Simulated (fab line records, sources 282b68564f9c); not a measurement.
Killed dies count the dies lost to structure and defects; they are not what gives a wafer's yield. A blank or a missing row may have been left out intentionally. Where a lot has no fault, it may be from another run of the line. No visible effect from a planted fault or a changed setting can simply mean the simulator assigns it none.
Lot-split experiment || flow ritCmos || 5 lots, 23 wafers read, on a route of 202 steps

ABOUT THE SPLIT
At RIT_GATE_OXIDATION_05 (target thk 3 nm, ox time 270 s), the setting tempC was moved away from the recipe's 900 C on 15 of the 23 wafers read, by +1.2% to +1.6%. All remaining wafers had this setting at the recipe value.

FROM THE SPLIT ON TO THE READING: in between, the file shows 1 step
- RIT_GATE_ANNEAL_06: time 600 s

THE READING
GATE_OXIDE_THK at RIT_GATE_THK_MEAS_07, in nm. Fault-free wafers of this fab line usually give 3.02 nm, standard deviation 0.064 nm.

{"wafer": "L074.2", "tool, chamber at the split": "-, -", "tempC as run, C": 900, "against the recipe": "recipe", "GATE_OXIDE_THK, nm": 3.05, "against lot-mates on the recipe": "-"}
{"wafer": "L074.3", "tool, chamber at the split": "-, -", "tempC as run, C": 900, "against the recipe": "recipe", "GATE_OXIDE_THK, nm": 3.05, "against lot-mates on the recipe": "-"}
{"wafer": "L074.4", "tool, chamber at the split": "-, -", "tempC as run, C": 900, "against the recipe": "recipe", "GATE_OXIDE_THK, nm": 3.12, "against lot-mates on the recipe": "-"}
{"wafer": "L074.5", "tool, chamber at the split": "-, -", "tempC as run, C": 900, "against the recipe": "recipe", "GATE_OXIDE_THK, nm": 3.02, "against lot-mates on the recipe": "-"}
{"wafer": "L074.6", "tool, chamber at the split": "-, -", "tempC as run, C": 900, "against the recipe": "recipe", "GATE_OXIDE_THK, nm": 3.00, "against lot-mates on the recipe": "-"}
{"wafer": "L076.1", "tool, chamber at the split": "-, -", "tempC as run, C": 911, "against the recipe": "+1.2%", "GATE_OXIDE_THK, nm": 3.38, "against lot-mates on the recipe": "no lot-mate on the recipe"}
{"wafer": "L076.2", "tool, chamber at the split": "-, -", "tempC as run, C": 911, "against the recipe": "+1.2%", "GATE_OXIDE_THK, nm": 3.46, "against lot-mates on the recipe": "no lot-mate on the recipe"}
{"wafer": "L076.3", "tool, chamber at the split": "-, -", "tempC as run, C": 911, "against the recipe": "+1.2%", "GATE_OXIDE_THK, nm": 3.43, "against lot-mates on the recipe": "no lot-mate on the recipe"}
{"wafer": "L076.4", "tool, chamber at the split": "-, -", "tempC as run, C": 911, "against the recipe": "+1.2%", "GATE_OXIDE_THK, nm": 3.48, "against lot-mates on the recipe": "no lot-mate on the recipe"}
{"wafer": "L076.6", "tool, chamber at the split": "-, -", "tempC as run, C": 911, "against the recipe": "+1.2%", "GATE_OXIDE_THK, nm": 3.44, "against lot-mates on the recipe": "no lot-mate on the recipe"}
{"wafer": "L077.1", "tool, chamber at the split": "-, -", "tempC as run, C": 912.1, "against the recipe": "+1.3%", "GATE_OXIDE_THK, nm": 3.67, "against lot-mates on the recipe": "no lot-mate on the recipe"}
{"wafer": "L077.2", "tool, chamber at the split": "-, -", "tempC as run, C": 912.1, "against the recipe": "+1.3%", "GATE_OXIDE_THK, nm": 3.53, "against lot-mates on the recipe": "no lot-mate on the recipe"}
{"wafer": "L077.3", "tool, chamber at the split": "-, -", "tempC as run, C": 912.1, "against the recipe": "+1.3%", "GATE_OXIDE_THK, nm": 3.55, "against lot-mates on the recipe": "no lot-mate on the recipe"}
{"wafer": "L077.5", "tool, chamber at the split": "-, -", "tempC as run, C": 912.1, "against the recipe": "+1.3%", "GATE_OXIDE_THK, nm": 3.59, "against lot-mates on the recipe": "no lot-mate on the recipe"}
{"wafer": "L077.6", "tool, chamber at the split": "-, -", "tempC as run, C": 912.1, "against the recipe": "+1.3%", "GATE_OXIDE_THK, nm": 3.57, "against lot-mates on the recipe": "no lot-mate on the recipe"}
{"wafer": "L082.2", "tool, chamber at the split": "-, -", "tempC as run, C": 914.2, "against the recipe": "+1.6%", "GATE_OXIDE_THK, nm": 3.62, "against lot-mates on the recipe": "no lot-mate on the recipe"}
{"wafer": "L082.3", "tool, chamber at the split": "-, -", "tempC as run, C": 914.2, "against the recipe": "+1.6%", "GATE_OXIDE_THK, nm": 3.62, "against lot-mates on the recipe": "no lot-mate on the recipe"}
{"wafer": "L082.4", "tool, chamber at the split": "-, -", "tempC as run, C": 914.2, "against the recipe": "+1.6%", "GATE_OXIDE_THK, nm": 3.63, "against lot-mates on the recipe": "no lot-mate on the recipe"}
{"wafer": "L082.5", "tool, chamber at the split": "-, -", "tempC as run, C": 914.2, "against the recipe": "+1.6%", "GATE_OXIDE_THK, nm": 3.65, "against lot-mates on the recipe": "no lot-mate on the recipe"}
{"wafer": "L082.6", "tool, chamber at the split": "-, -", "tempC as run, C": 914.2, "against the recipe": "+1.6%", "GATE_OXIDE_THK, nm": 3.57, "against lot-mates on the recipe": "no lot-mate on the recipe"}
{"wafer": "L083.1", "tool, chamber at the split": "furnace-02, 0", "tempC as run, C": 900, "against the recipe": "recipe", "GATE_OXIDE_THK, nm": 2.88, "against lot-mates on the recipe": "-"}
{"wafer": "L083.3", "tool, chamber at the split": "furnace-02, 0", "tempC as run, C": 900, "against the recipe": "recipe", "GATE_OXIDE_THK, nm": 2.95, "against lot-mates on the recipe": "-"}
{"wafer": "L083.4", "tool, chamber at the split": "furnace-02, 0", "tempC as run, C": 900, "against the recipe": "recipe", "GATE_OXIDE_THK, nm": 2.89, "against lot-mates on the recipe": "-"}

THE FIT
A straight line over all 23 wafers: GATE_OXIDE_THK changes by +0.401 nm for each +1% of tempC; r = +0.97; the points scatter about the line by 0.066 nm.
Too few moved wafers with a lot-mate on the recipe to fit a line net of each lot's own level.

THE WHOLE CHAIN: every reading that the file lists as answering this split, in the file's order
{"step": "RIT_GATE_OXIDATION_05", "what it does": "target thk 3 nm, ox time 270 s", "reading": "SiO2_of_GATE_OXIDATION_05.thkNm (the simulator's own value, which no gauge read)", "change (the file's fit)": "+0.416 nm for each +1% of the setting", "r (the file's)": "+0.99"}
{"step": "RIT_GATE_THK_MEAS_07", "what it does": "", "reading": "GATE_OXIDE_THK", "change (the file's fit)": "+0.403 for each +1% of the setting", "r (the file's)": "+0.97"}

FILE'S OWN FIT
GATE_OXIDE_THK changes by +0.403 nm for each +1% of tempC, r = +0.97.
